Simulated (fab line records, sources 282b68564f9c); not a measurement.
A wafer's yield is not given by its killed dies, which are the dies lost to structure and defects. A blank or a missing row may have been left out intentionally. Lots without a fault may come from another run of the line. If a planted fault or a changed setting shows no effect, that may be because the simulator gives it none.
A struck lot beside a sound one    flow rit_cmos    14 steps out of a route of 202
Sound: the wafers L317.1, L317.3, L317.6. The struck wafers were L330.3, L330.4, L330.6. At the end, the cause is stated.
Each step with rows lists, per side, the tool, then ch with its chambers, then its first start. Under that, the readings that differ: sound wafers    struck wafers    difference of the means    sigmas: that difference in standard deviations of wafers without a fault.
alike: readings with means less than 2 such deviations apart, plus words and numbers identical on both sides. not compared: withheld readings, readings lacking a value on some wafer, bounds such as >300 that could conceal the same value, and numbers that have no deviation in the record and whose values overlap.
Wherever a step has rows on one side only, a row that says differs or no value, or a row with sigmas, the two part there. Numbers that have no deviation but don't overlap get no sigmas and don't part them. Lack of a reading on every wafer of one side parts them only where that side has two or more wafers.

first, 2 steps without rows for these wafers: RIT_NRETRO_PEB_04; RIT_NRETRO_DEVELOP_05 (develop time 68 s).
RIT_NRETRO_OVL_MEAS_06:
  struck on overlay-01, day 5 11:11; sound on overlay-01, day 2 15:39
  alike: NRETRO_OVL
then, 2 steps without rows for these wafers: RIT_NRETRO_HARDBAKE_07 (time 120 s); RIT_NRETRO_IMPLANT_08.
RIT_NRETRO_STRIP_09: strips in O2, time 180 s.
  sound on plasma_asher-01 ch 0,1, day 2 16:05; struck on plasma_asher-01 ch 0,1, day 5 11:40
  alike: drypump_motor_current_A
  not compared: rf_hours_counter_h
RIT_NRETRO_TW_MEAS_10:
  struck on film_metro-02, day 5 11:49; sound on film_metro-02, day 2 16:16
  alike: NRETRO_TW
then, 5 steps without rows for these wafers: RIT_PRETRO_HMDS_00 (prime time 60 s); RIT_PRETRO_COAT_01 (resist thk 1300 nm); RIT_PRETRO_SOFTBAKE_02 (time 60 s); RIT_PRETRO_EXPOSE_03 (exposes mask M5, target cd 43700 nm); RIT_PRETRO_PEB_04.
RIT_PRETRO_DEVELOP_05: develop time 68 s.
  sound on litho_track-03 ch 0, day 2 17:00; struck on litho_track-03, day 5 12:00
  no value came back on the struck wafers for chill_plate_temp_C (C), develop_time_s (s); on the sound wafers chill_plate_temp_C (C) reads 23.09 22.97 22.93
RIT_PRETRO_OVL_MEAS_06:
  struck on overlay-02, day 5 12:53; sound on overlay-01, day 2 17:20
reading          sound        struck  difference                     sigmas
PRETRO_OVL (nm)  0.9 2.6 0.2  - - -   no value on the struck wafers  

WHERE THEY PART
At RIT_PRETRO_DEVELOP_05 first; at RIT_PRETRO_OVL_MEAS_06 last (within this record only).

WHY: what the simulator had put in
Beginning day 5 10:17, the whole step at RIT_PRETRO_DEVELOP_05 was skipped on litho_track-03. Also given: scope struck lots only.
